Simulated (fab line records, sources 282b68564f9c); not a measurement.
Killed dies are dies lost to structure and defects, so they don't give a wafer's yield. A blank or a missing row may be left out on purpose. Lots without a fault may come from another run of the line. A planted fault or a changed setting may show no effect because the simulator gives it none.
A struck lot beside a sound one | flow rit_cmos | 15 steps out of a route of 202
Sound: wafers L507.1, L507.4, L507.5. Struck: wafer L521.4. (L521.1, L521.2 of the same lot were not struck and are left out.) The cause comes at the end.
At each step with rows: each side's tool, then ch and its chambers, then its first start. Under that, the readings that differ: sound wafers | struck wafers | difference of the means | sigmas: that difference in standard deviations of wafers without a fault.
alike: readings whose means differ by less than 2 such deviations, and words and numbers that are the same on both sides. not compared: withheld readings, readings that some wafer has no value for, bounds like >300 that may hide the same value, and numbers for which the record gives no deviation and whose values overlap.
The two part at a step that has a row with sigmas, a row that says differs or no value, or rows on one side only. Numbers that don't overlap but have no deviation are shown without sigmas and don't part them. A reading that every wafer of one side lacks parts them only if that side has two wafers or more.

RIT_GATE_THK_MEAS_07:
  sound on film_metro-01, day 2 12:10; struck on film_metro-01, day 5 08:39
  alike: GATE_OXIDE_THK
then, 1 step without rows for these wafers: RIT_GATE_CVD_08 (deposits poly-Si from SiH4, target thk 250 nm, time 2220 s).
RIT_GATE_THK_MEAS_09:
  sound on film_metro-01, day 2 13:50; struck on film_metro-01, day 5 10:20
  reading            | sound             | struck | difference | sigmas
  GATE_POLY_THK (nm) | 243.2 243.0 242.3 | 250.7  | +7.9       | +3
then, 6 steps without rows for these wafers: RIT_GATE_HMDS_10 (prime time 60 s); RIT_GATE_COAT_11 (resist thk 857.1 nm); RIT_GATE_SOFTBAKE_12 (time 60 s); RIT_GATE_EXPOSE_13 (exposes mask M6, target cd 150 nm); RIT_GATE_PEB_14; RIT_GATE_DEVELOP_15 (develop time 50 s).
RIT_GATE_CD_MEAS_16: target cd 150 nm.
  sound on cd_sem-02, day 2 14:45; struck on cd_sem-01, day 5 11:14
  alike: cd_nm
RIT_GATE_OVL_MEAS_17:
  sound on overlay-01, day 2 14:52; struck on overlay-02, day 5 11:22
  reading       | sound       | struck | difference | sigmas
  GATE_OVL (nm) | 1.2 4.2 2.2 | -2.0   | -4.5       | -3
then, 1 step without rows for these wafers: RIT_GATE_HARDBAKE_18 (time 60 s).
RIT_GATE_ETCH_19: etches poly-Si in SF6/CHF3/O2, stops on SiO2, time 165 s, target depth 312.5 nm.
  sound on rie_si-02 ch 1,3, day 2 15:04; struck on rie_si-02 ch 0, day 5 11:33
  reading                                   | sound             | struck | difference | sigmas
  oes_product_au (a.u.)                     | 0.811 0.853 0.850 | 0.794  | -0.044     | -3
  run_length_s (s)                          | 193.6 192.6 192.5 | 215.5  | +22.6      | +47
  model.NOVOLAK_of_GATE_COAT_11.thk_nm (nm) | 677.3 679.1 680.5 | 661.3  | -17.7      |
  alike: drypump_motor_current_A, throttle_valve_pct
  not compared: rf_hours_counter_h
RIT_GATE_STRIP_20: strips in O2, time 180 s.
  sound on plasma_asher-03 ch 0,1, day 2 15:10; struck on plasma_asher-04 ch 0, day 5 11:40
  alike: drypump_motor_current_A
  not compared: rf_hours_counter_h
RIT_M1_PROBE_99:
  the record has rows for the struck wafers here (prober-02, day 6 07:37) and none for the sound ones

WHERE THEY PART
First at RIT_GATE_THK_MEAS_09; last, within this record, at RIT_M1_PROBE_99.

WHY: what the simulator had put in
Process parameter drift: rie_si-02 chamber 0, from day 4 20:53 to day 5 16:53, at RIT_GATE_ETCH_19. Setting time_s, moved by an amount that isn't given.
